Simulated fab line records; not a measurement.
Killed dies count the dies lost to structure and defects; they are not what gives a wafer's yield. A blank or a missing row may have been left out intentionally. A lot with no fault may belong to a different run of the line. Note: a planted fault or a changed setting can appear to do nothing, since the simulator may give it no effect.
Matching of chambers ; flow berkeley_cmos170 ; UCB170_GATE_ETCH_14 on rie_diel-01 has 4 sister chambers
The step etches BARC in N2/H2. 7 wafers are shown with their chamber, then 8 later ones without.

## WAFERS PAIRED WITH THEIR CHAMBERS
wafer;chamber;throttle_valve_pct (%);oes_product_au (a.u.)
L148.6;1;13.24;0.984
L153.1;2;13.12;0.957
L153.2;0;13.14;0.991
L155.1;3;13.26;0.990
L155.2;1;13.24;0.986
L155.5;3;13.27;0.994
L157.1;0;13.16;1.002

## WAFERS WITH NO CHAMBER GIVEN
wafer;throttle_valve_pct (%);oes_product_au (a.u.)
L157.2;13.23;0.995
L157.3;13.13;0.964
L162.2;13.26;1.001
L162.4;13.14;0.991
L162.5;13.25;0.998
L161.2;13.26;0.997
L161.3;13.15;0.986
L161.4;13.22;0.988

## EACH ONE'S CHAMBER
wafer;from the rows above;in truth
L157.2;can't be placed: 1 or 3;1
L157.3;2;2
L162.2;3;3
L162.4;0;0
L162.5;can't be placed: 3 or 1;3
L161.2;3;3
L161.3;0;0
L161.4;1;1
6 of 8 placed correctly. Cannot be placed on the basis of these rows: 2; the candidates contain the true chamber in 2. Wrongly placed: 0.
How it was worked out, from the rows above alone: a wafer's distance from a chamber is the root of the sum, over the readings, of the square of ((its reading less the chamber's mean) divided by the reading's scatter). If the next closest chamber is less than 2 further off than the closest, the wafer can't be placed; otherwise it belongs to the closest. The mean given for a chamber averages the wafers shown for that chamber. The scatter is the square root of a quotient: the sum, over the shown wafers, of each reading's squared deviation from its chamber's mean, divided by wafers minus chambers.
